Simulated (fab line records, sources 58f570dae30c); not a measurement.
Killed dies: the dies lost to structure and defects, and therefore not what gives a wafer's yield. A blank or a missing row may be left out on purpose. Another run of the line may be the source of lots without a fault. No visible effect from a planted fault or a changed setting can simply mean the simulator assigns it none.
fab line records / flow berkeley-cmos170
record lots=14 wafers=42 last-day=12
route steps=331 shown NLDD@161
lots with no fault: from the same line, run without faults
start-h: hours from the record's first day to the start of the lot's first wafer shown / wait-h: hours from the lot's prior step to this one / " the same as in the row above / L1.1+2: one row covering several wafers at once / - value missing, or start not given / * or withheld: withheld / < > ~ a bound
route shown NAME@n: a module of which the file shows steps, and the number in the route of the first / usual: mean and standard deviation over wafers with no fault / same: alike in all rows / chamber/n: place in a boat / sites: each site's reading / _std_site: the standard deviation of these / _edge_site: inner sites' mean taken away from outer sites' mean / radius-mm: for every site, how far away it sits from the centre of the wafer / mask NAME#n: copy n / behind: the most recent tool/chamber to have shaped the wafer / hold: why the lot was held/for how many hours/how that ended / device: transistor that didn't switch, given as n, p or np / end of line: tests of these same wafers at the route's end / a step without rows: its recipe alone / killed: count of dies lost to structure and defects at first sort (not the wafer's yield) / map: dies across one wafer; x = killed, . = not, _ = none there
set.NAME: the setting that was run; set.NAME@STEP: the one run at that earlier step / model.NAME: the simulator's own value behind a step, which no gauge read
one table for each step of the route and one row for each wafer, over a sample of lots
services: from which hour (start-h, from the record's first day; less than 0 if before it) a tool's chamber was out of use, for how many hours, and why
## steps
# step UCB170_NLDD_EXPOSE_03
# recipe mask-id=NSELECT na=0.5 sigma-outer=0.6 source-shape=conventional target-cd-nm=1200 dose-mj=30
lot.wafer=L817.1+2+3 tool=krf-scanner-01 chamber=0 start-h=138.31 wait-h=0.1 mask=NSELECT#0
lot.wafer=L816.1+2+3 tool=krf-scanner-01 chamber=0 start-h=138.72 wait-h=0.1 mask=NSELECT#0
lot.wafer=L819.3+4+6 tool=krf-scanner-01 chamber=0 start-h=161.66 wait-h=0.1 mask=NSELECT#0
lot.wafer=L818.2+3+5 tool=krf-scanner-01 chamber=0 start-h=162.09 wait-h=0.1 mask=NSELECT#0
lot.wafer=L824.4+5+6 tool=krf-scanner-02 chamber=0 start-h=187.88 wait-h=0.2 mask=NSELECT#0
lot.wafer=L823.1+3+5 tool=krf-scanner-02 chamber=0 start-h=189.43 wait-h=0.1 mask=NSELECT#0
lot.wafer=L826.1+2+3 tool=krf-scanner-02 chamber=0 start-h=192.89 wait-h=0.2 mask=NSELECT#0
lot.wafer=L827.3+4+5 tool=krf-scanner-02 chamber=0 start-h=193.26 wait-h=0.1 mask=NSELECT#0
lot.wafer=L828.4+5+6 tool=krf-scanner-01 chamber=0 start-h=193.74 wait-h=0.2 mask=NSELECT#0
lot.wafer=L830.2+4+5 tool=krf-scanner-01 chamber=0 start-h=217.50 wait-h=0.1 mask=NSELECT#0
lot.wafer=L833.2+4+5 tool=krf-scanner-01 chamber=0 start-h=224.96 wait-h=0.2 mask=NSELECT#0
lot.wafer=L831.1+2+3 tool=krf-scanner-01 chamber=0 start-h=225.34 wait-h=0.1 mask=NSELECT#0
lot.wafer=L835.2+3+4 tool=krf-scanner-01 chamber=0 start-h=245.68 wait-h=- mask=NSELECT#0
lot.wafer=L839.4+5+6 tool=krf-scanner-01 chamber=0 start-h=253.78 wait-h=0.4 mask=NSELECT#0
# step UCB170_NLDD_OVL_MEAS_07
# usual NLDD_OVL=-1/4.1
lot.wafer=L817.1 tool=overlay-01 chamber=- start-h=139.39 wait-h=0.1 NLDD_OVL[nm]=0
lot.wafer=L817.2 tool=overlay-01 chamber=- start-h=139.39 wait-h=0.1 NLDD_OVL[nm]=-7
lot.wafer=L817.3 tool=overlay-01 chamber=- start-h=139.39 wait-h=0.1 NLDD_OVL[nm]=-7
lot.wafer=L816.1 tool=overlay-02 chamber=- start-h=139.59 wait-h=0.1 NLDD_OVL[nm]=5
lot.wafer=L816.2 tool=overlay-02 chamber=- start-h=139.59 wait-h=0.1 NLDD_OVL[nm]=-1
lot.wafer=L816.3 tool=overlay-02 chamber=- start-h=139.59 wait-h=0.1 NLDD_OVL[nm]=3
lot.wafer=L819.3 tool=overlay-01 chamber=- start-h=162.35 wait-h=0.1 NLDD_OVL[nm]=-2
lot.wafer=L819.4 tool=overlay-01 chamber=- start-h=162.35 wait-h=0.1 NLDD_OVL[nm]=-1
lot.wafer=L819.6 tool=overlay-01 chamber=- start-h=162.35 wait-h=0.1 NLDD_OVL[nm]=3
lot.wafer=L818.2 tool=overlay-01 chamber=- start-h=162.89 wait-h=0.1 NLDD_OVL[nm]=0
lot.wafer=L818.3 tool=overlay-01 chamber=- start-h=162.89 wait-h=0.1 NLDD_OVL[nm]=1
lot.wafer=L818.5 tool=overlay-01 chamber=- start-h=162.89 wait-h=0.1 NLDD_OVL[nm]=0
lot.wafer=L824.4 tool=overlay-01 chamber=- start-h=189.12 wait-h=0.1 NLDD_OVL[nm]=-12
lot.wafer=L824.5 tool=overlay-01 chamber=- start-h=189.12 wait-h=0.1 NLDD_OVL[nm]=-7
lot.wafer=L824.6 tool=overlay-01 chamber=- start-h=189.12 wait-h=0.1 NLDD_OVL[nm]=-4
lot.wafer=L823.1 tool=overlay-02 chamber=- start-h=190.27 wait-h=0.1 NLDD_OVL[nm]=261
lot.wafer=L823.3 tool=overlay-02 chamber=- start-h=190.27 wait-h=0.1 NLDD_OVL[nm]=265
lot.wafer=L823.5 tool=overlay-02 chamber=- start-h=190.27 wait-h=0.1 NLDD_OVL[nm]=258
lot.wafer=L826.1 tool=overlay-01 chamber=- start-h=193.50 wait-h=0.1 NLDD_OVL[nm]=261
lot.wafer=L826.2 tool=overlay-01 chamber=- start-h=193.50 wait-h=0.1 NLDD_OVL[nm]=271
lot.wafer=L826.3 tool=overlay-01 chamber=- start-h=193.50 wait-h=0.1 NLDD_OVL[nm]=264
lot.wafer=L827.3 tool=overlay-02 chamber=- start-h=193.96 wait-h=0.1 NLDD_OVL[nm]=258
lot.wafer=L827.4 tool=overlay-02 chamber=- start-h=193.96 wait-h=0.1 NLDD_OVL[nm]=258
lot.wafer=L827.5 tool=overlay-02 chamber=- start-h=193.96 wait-h=0.1 NLDD_OVL[nm]=259
lot.wafer=L828.4 tool=overlay-02 chamber=- start-h=194.81 wait-h=0.1 NLDD_OVL[nm]=1
lot.wafer=L828.5 tool=overlay-02 chamber=- start-h=194.81 wait-h=0.1 NLDD_OVL[nm]=-5
lot.wafer=L828.6 tool=overlay-02 chamber=- start-h=194.81 wait-h=0.1 NLDD_OVL[nm]=-6
lot.wafer=L830.2 tool=overlay-01 chamber=- start-h=218.16 wait-h=0.1 NLDD_OVL[nm]=4
lot.wafer=L830.4 tool=overlay-01 chamber=- start-h=218.16 wait-h=0.1 NLDD_OVL[nm]=-5
lot.wafer=L830.5 tool=overlay-01 chamber=- start-h=218.16 wait-h=0.1 NLDD_OVL[nm]=-2
lot.wafer=L833.2 tool=overlay-02 chamber=- start-h=226.02 wait-h=0.1 NLDD_OVL[nm]=-7
lot.wafer=L833.4 tool=overlay-02 chamber=- start-h=226.02 wait-h=0.1 NLDD_OVL[nm]=-2
lot.wafer=L833.5 tool=overlay-02 chamber=- start-h=226.02 wait-h=0.1 NLDD_OVL[nm]=-1
lot.wafer=L831.1 tool=overlay-01 chamber=- start-h=226.29 wait-h=0.1 NLDD_OVL[nm]=-6
lot.wafer=L831.2 tool=overlay-01 chamber=- start-h=226.29 wait-h=0.1 NLDD_OVL[nm]=-2
lot.wafer=L831.3 tool=overlay-01 chamber=- start-h=226.29 wait-h=0.1 NLDD_OVL[nm]=-6
lot.wafer=L835.2 tool=overlay-01 chamber=- start-h=247.24 wait-h=0.1 NLDD_OVL[nm]=-2
lot.wafer=L835.3 tool=overlay-01 chamber=- start-h=247.24 wait-h=0.1 NLDD_OVL[nm]=1
lot.wafer=L835.4 tool=overlay-01 chamber=- start-h=247.24 wait-h=0.1 NLDD_OVL[nm]=-2
lot.wafer=L839.4 tool=overlay-02 chamber=- start-h=254.74 wait-h=0.1 NLDD_OVL[nm]=-4
lot.wafer=L839.5 tool=overlay-02 chamber=- start-h=254.74 wait-h=0.1 NLDD_OVL[nm]=-5
lot.wafer=L839.6 tool=overlay-02 chamber=- start-h=254.74 wait-h=0.1 NLDD_OVL[nm]=-1
## services
tool=krf-scanner-02 chamber=- start-h=115.36 hours=- kind=calibration
tool=krf-scanner-02 chamber=- start-h=121.47 hours=1.3 kind=pm
tool=krf-scanner-01 chamber=0 start-h=124.61 hours=- kind=calibration
tool=krf-scanner-01 chamber=- start-h=132.57 hours=0.8 kind=pm
tool=krf-scanner-01 chamber=- start-h=149.13 hours=1.3 kind=pm
tool=krf-scanner-02 chamber=- start-h=154.60 hours=1.0 kind=pm
tool=krf-scanner-02 chamber=0 start-h=160.73 hours=- kind=calibration
tool=krf-scanner-02 chamber=- start-h=203.74 hours=0.8 kind=pm
## key
first-sign step=UCB170_NLDD_OVL_MEAS_07 reading=NLDD_OVL direction=up sigmas=63 usual=-1 struck=261
effect none on later readings
met-at UCB170_NLDD_EXPOSE_03
struck-lots L823,L826,L827
sort-left-out L826.1,L826.2,L826.3
tester-left-out L823,L826,L827
onset-between 187.88 189.43
fault kind=scanner-matching-overlay tool=krf-scanner-02 chamber=- onset-h=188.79 steps=UCB170_NLDD_EXPOSE_03 offset=260
# tester-left-out: of these lots the tester's yield and bins aren't shown, on N5 and GAA mostly nor the transistor test; their killed dies are dies lost to structure and defects alone, not to doping, threshold or leakage, so they don't give the yield
# sort-left-out: the simulated sort isn't trusted on such a fault, so these wafers' sort isn't shown, and their yield isn't known
